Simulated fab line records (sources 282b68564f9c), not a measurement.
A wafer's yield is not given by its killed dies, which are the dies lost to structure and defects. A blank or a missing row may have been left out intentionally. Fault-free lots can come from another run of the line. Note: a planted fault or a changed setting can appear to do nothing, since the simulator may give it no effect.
Which tool is to blame? :: flow rit_cmos :: Sampling: 14 lots, 42 wafers, 4 of 202 route steps

WHAT THE GAUGES READ, wafer by wafer
RIT_ACTIVE_THK_MEAS_02. Usual: for ACTIVE_OXIDE_THK the level is 46.6 nm and the standard deviation is 0.99.
lot: L212
measured: day 1 13:07
on: film_metro-01
ACTIVE_OXIDE_THK (nm): 45.0 44.9 45.5
flag: 

lot: L213
measured: day 1 17:55
on: film_metro-01
ACTIVE_OXIDE_THK (nm): 47.9 47.8 47.3
flag: 

lot: L214
measured: day 1 22:08
on: film_metro-04
ACTIVE_OXIDE_THK (nm): 46.8 46.7 46.5
flag: 

lot: L217
measured: day 2 14:13
on: film_metro-01
ACTIVE_OXIDE_THK (nm): 47.6 47.8 47.3
flag: 

lot: L219
measured: day 2 23:28
on: film_metro-04
ACTIVE_OXIDE_THK (nm): 46.0 45.6 45.6
flag: 

lot: L220
measured: day 3 04:20
on: film_metro-04
ACTIVE_OXIDE_THK (nm): 47.0 47.0 46.8
flag: 

lot: L223
measured: day 3 19:05
on: film_metro-01
ACTIVE_OXIDE_THK (nm): 46.7 47.4 47.4
flag: 

lot: L224
measured: day 4 00:04
on: film_metro-03
ACTIVE_OXIDE_THK (nm): 47.0 46.7 46.8
flag: 

lot: L228
measured: day 4 20:04
on: film_metro-04
ACTIVE_OXIDE_THK (nm): 47.1 46.5 47.6
flag: 

lot: L229
measured: day 5 02:14
on: film_metro-03
ACTIVE_OXIDE_THK (nm): 52.0 51.9 52.0 52.1 51.9 52.0
flag: OFF

lot: L231
measured: day 5 11:56
on: film_metro-03
ACTIVE_OXIDE_THK (nm): 51.5 50.9 51.0 51.5 50.8 51.0
flag: OFF

lot: L232
measured: day 5 16:03
on: film_metro-03
ACTIVE_OXIDE_THK (nm): 46.7 46.6 46.6
flag: 

lot: L234
measured: day 6 02:05
on: film_metro-01
ACTIVE_OXIDE_THK (nm): 47.4 47.5 47.6
flag: 

lot: L235
measured: day 6 07:41
on: film_metro-01
ACTIVE_OXIDE_THK (nm): 46.9 46.5 46.8
flag: 

RIT_NRETRO_OVL_MEAS_06. Usual: for NRETRO_OVL the level is -0.1 nm and the standard deviation is 1.4.
lot: L212
measured: day 2 08:05
on: overlay-02
NRETRO_OVL (nm): 0.6 0.9 1.0
flag: 

lot: L213
measured: day 2 14:15
on: overlay-01
NRETRO_OVL (nm): 1.1 0.4 0.1
flag: 

lot: L214
measured: day 2 19:28
on: overlay-01
NRETRO_OVL (nm): -1.8 -2.0 -1.9
flag: 

lot: L217
measured: day 3 08:49
on: overlay-02
NRETRO_OVL (nm): 0.9 1.4 -0.4
flag: 

lot: L219
measured: day 3 16:47
on: overlay-01
NRETRO_OVL (nm): -2.6 -1.5 -0.2
flag: 

lot: L220
measured: day 3 22:56
on: overlay-01
NRETRO_OVL (nm): 0.1 -1.6 0.2
flag: 

lot: L223
measured: day 4 13:21
on: overlay-01
NRETRO_OVL (nm): 1.6 0.4 -0.2
flag: 

lot: L224
measured: day 4 18:28
on: overlay-01
NRETRO_OVL (nm): -2.0 -0.9 -1.6
flag: 

lot: L228
measured: day 5 15:10
on: overlay-02
NRETRO_OVL (nm): 3.1 1.6 1.5
flag: 

lot: L229
measured: day 6 01:01
on: overlay-01
NRETRO_OVL (nm): 1.0 1.3 0.8
flag: 

lot: L231
measured: day 6 14:31
on: overlay-01
NRETRO_OVL (nm): -0.2 -0.1 0.6
flag: 

lot: L232
measured: day 6 10:56
on: overlay-01
NRETRO_OVL (nm): -0.9 -0.6 0.4
flag: 

lot: L234
measured: day 6 20:29
on: overlay-02
NRETRO_OVL (nm): -0.8 -0.5 0.9
flag: 

lot: L235
measured: day 7 01:25
on: overlay-01
NRETRO_OVL (nm): 1.0 0.6 -0.7
flag: 

RIT_SDANNEAL_RS_MEAS_05: measures by four-point-probe. Usual: for NSD_RS the level is 84.5 ohm/sq and the standard deviation is 0.31.
lot: L212
measured: day 3 06:46
on: film_metro-01
NSD_RS (ohm/sq): 84.9 84.3 84.6
flag: 

lot: L213
measured: day 3 12:25
on: film_metro-01
NSD_RS (ohm/sq): 84.4 84.9 84.7
flag: 

lot: L214
measured: day 3 17:02
on: film_metro-04
NSD_RS (ohm/sq): 84.9 84.6 84.7
flag: 

lot: L217
measured: day 4 06:59
on: film_metro-01
NSD_RS (ohm/sq): 84.8 84.7 84.9
flag: 

lot: L219
measured: day 4 13:27
on: film_metro-04
NSD_RS (ohm/sq): 84.2 84.0 84.0
flag: 

lot: L220
measured: day 4 22:34
on: film_metro-03
NSD_RS (ohm/sq): 84.7 84.7 85.0
flag: 

lot: L223
measured: day 5 09:46
on: film_metro-01
NSD_RS (ohm/sq): 84.7 84.6 84.8
flag: 

lot: L224
measured: day 5 19:05
on: film_metro-01
NSD_RS (ohm/sq): 84.3 84.3 84.2
flag: 

lot: L228
measured: day 6 14:51
on: film_metro-03
NSD_RS (ohm/sq): 84.3 84.1 84.1
flag: 

lot: L229
measured: day 6 23:22
on: film_metro-04
NSD_RS (ohm/sq): 84.5 84.6 84.8
flag: 

lot: L231
measured: day 7 15:09
on: film_metro-04
NSD_RS (ohm/sq): 84.4 84.4 84.1
flag: 

lot: L232
measured: day 7 10:57
on: film_metro-01
NSD_RS (ohm/sq): 84.3 84.6 84.5
flag: 

lot: L234
measured: day 7 19:05
on: film_metro-01
NSD_RS (ohm/sq): 84.0 83.8 84.1
flag: 

lot: L235
measured: day 7 22:11
on: film_metro-04
NSD_RS (ohm/sq): 84.5 84.1 84.3
flag: 

WHICH TOOL RAN EACH LOT (tool, then ch and the chambers of the sampled wafers, then the start)
lot: L212
RIT_ACTIVE_OXIDATION_01: furnace-03 ch 0, day 1 11:11

lot: L213
RIT_ACTIVE_OXIDATION_01: furnace-01 ch 0, day 1 15:59

lot: L214
RIT_ACTIVE_OXIDATION_01: furnace-01 ch 0, day 1 20:11

lot: L217
RIT_ACTIVE_OXIDATION_01: furnace-01 ch 0, day 2 12:17

lot: L219
RIT_ACTIVE_OXIDATION_01: furnace-01 ch 0, day 2 21:31

lot: L220
RIT_ACTIVE_OXIDATION_01: furnace-04 ch 0, day 3 02:23

lot: L223
RIT_ACTIVE_OXIDATION_01: furnace-03 ch 0, day 3 17:07

lot: L224
RIT_ACTIVE_OXIDATION_01: furnace-01 ch 0, day 3 22:07

lot: L228
RIT_ACTIVE_OXIDATION_01: furnace-03 ch 0, day 4 18:07

lot: L229
RIT_ACTIVE_OXIDATION_01: furnace-01 ch 0, day 5 00:17

lot: L231
RIT_ACTIVE_OXIDATION_01: furnace-01 ch 0, day 5 10:00

lot: L232
RIT_ACTIVE_OXIDATION_01: furnace-03 ch 0, day 5 14:07

lot: L234
RIT_ACTIVE_OXIDATION_01: furnace-03 ch 0, day 6 00:07

lot: L235
RIT_ACTIVE_OXIDATION_01: furnace-04 ch 0, day 6 05:46
- RIT_ACTIVE_OXIDATION_01: target thk 46.8 nm, ox time 3360 s.

AS READ BY THE TOOLS THEMSELVES (means over the sampled wafers that have a number; for cases with no such wafer, the mark the record gives instead)
RIT_ACTIVE_OXIDATION_01. Usual: spike_tc_centre_C 1001.7 C, standard deviation 1.4; spike_tc_load_C 1027 C, standard deviation 4.2; spike_tc_source_C 1026.9 C, standard deviation 1.9; tube_center_temp_C 1000 C, standard deviation 0.088; tube_center_temp_C_max 1002.6, standard deviation 0.4.
lot: L212
tool: furnace-03
spike_tc_centre_C (C): 1003.5
spike_tc_load_C (C): 1026
spike_tc_source_C (C): 1028.2
tube_center_temp_C (C): 1000
tube_center_temp_C_max: 1002.6
flag: 

lot: L213
tool: furnace-01
spike_tc_centre_C (C): 1001.0
spike_tc_load_C (C): 1031
spike_tc_source_C (C): 1025.0
tube_center_temp_C (C): 1000
tube_center_temp_C_max: 1002.5
flag: 

lot: L214
tool: furnace-01
spike_tc_centre_C (C): 1001.2
spike_tc_load_C (C): 1030
spike_tc_source_C (C): 1025.6
tube_center_temp_C (C): 1000
tube_center_temp_C_max: 1002.7
flag: 

lot: L217
tool: furnace-01
spike_tc_centre_C (C): 1000.1
spike_tc_load_C (C): 1031
spike_tc_source_C (C): 1024.0
tube_center_temp_C (C): 1000
tube_center_temp_C_max: 1002.7
flag: 

lot: L219
tool: furnace-01
spike_tc_centre_C (C): 1000.9
spike_tc_load_C (C): 1031
spike_tc_source_C (C): 1024.7
tube_center_temp_C (C): 1000
tube_center_temp_C_max: 1003.0
flag: 

lot: L220
tool: furnace-04
spike_tc_centre_C (C): 1000.0
spike_tc_load_C (C): 1019
spike_tc_source_C (C): 1026.7
tube_center_temp_C (C): 1000
tube_center_temp_C_max: 1002.6
flag: 

lot: L223
tool: furnace-03
spike_tc_centre_C (C): 1002.1
spike_tc_load_C (C): 1026
spike_tc_source_C (C): 1029.3
tube_center_temp_C (C): 1000
tube_center_temp_C_max: 1002.4
flag: 

lot: L224
tool: furnace-01
spike_tc_centre_C (C): 1001.1
spike_tc_load_C (C): 1030
spike_tc_source_C (C): 1024.2
tube_center_temp_C (C): 1000
tube_center_temp_C_max: 1002.3
flag: 

lot: L228
tool: furnace-03
spike_tc_centre_C (C): 1002.5
spike_tc_load_C (C): 1025
spike_tc_source_C (C): 1028.5
tube_center_temp_C (C): 1000
tube_center_temp_C_max: 1002.4
flag: 

lot: L229
tool: furnace-01
spike_tc_centre_C (C): 1013.4
spike_tc_load_C (C): 1044
spike_tc_source_C (C): 1038.4
tube_center_temp_C (C): 1000
tube_center_temp_C_max: 1002.2
flag: OFF

lot: L231
tool: furnace-01
spike_tc_centre_C (C): 1014.7
spike_tc_load_C (C): 1043
spike_tc_source_C (C): 1037.3
tube_center_temp_C (C): 1000
tube_center_temp_C_max: 1002.7
flag: OFF

lot: L232
tool: furnace-03
spike_tc_centre_C (C): 1002.7
spike_tc_load_C (C): 1025
spike_tc_source_C (C): 1029.2
tube_center_temp_C (C): 1000
tube_center_temp_C_max: 1002.4
flag: 

lot: L234
tool: furnace-03
spike_tc_centre_C (C): 1002.6
spike_tc_load_C (C): 1026
spike_tc_source_C (C): 1028.2
tube_center_temp_C (C): 1000
tube_center_temp_C_max: 1002.3
flag: 

lot: L235
tool: furnace-04
spike_tc_centre_C (C): 1001.2
spike_tc_load_C (C): 1019
spike_tc_source_C (C): 1027.5
tube_center_temp_C (C): 1000
tube_center_temp_C_max: 1002.6
flag: 

THE ANSWER, worked out from the rows above alone
Rule: lot off if the mean of its wafers having a number is beyond 3 standard deviations from the usual mean. A lot without any number at a reading at which 4 lots or more have one is off too. All remaining lots with rows at the step are treated as sound. The gauges are gone through in route order, then the tools' own readings, and for those a lot's mean is taken as printed above. At the first step where some lot is off, the reading lying furthest off is the one used; lots without a number count as furthest.
Off: at RIT_ACTIVE_THK_MEAS_02 (ACTIVE_OXIDE_THK), L229, L231.
A tool fits if, at a process step before that reading, it ran every lot that is off, and no sound lot after the first of them. Not tried: the gauges at RIT_ACTIVE_THK_MEAS_02; whatever is off there is also off at RIT_ACTIVE_OXIDATION_01, on other tools, and gauge error can't account for it. One candidate fits, namely furnace-01 at RIT_ACTIVE_OXIDATION_01. A fault onset in the window from L224 (day 3 22:07, its last sound lot) to L229 (day 5 00:17, its first lot off) fits.
The tool's own readings at RIT_ACTIVE_OXIDATION_01 bear it out: on the lots that are off they differ by more than 5 times the standard deviation of the sound lots' means. spike_tc_centre_C reads 1014.0 C there against 1001.6 C on the sound lots; spike_tc_source_C reads 1037.8 C there against 1026.8 C on the sound lots.

WHAT THE SIMULATOR HAD INSERTED
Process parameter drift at RIT_ACTIVE_OXIDATION_01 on furnace-01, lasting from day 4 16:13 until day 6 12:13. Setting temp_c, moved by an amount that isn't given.
Struck lots among those shown: L229, L231. This agrees with what the rule above found.
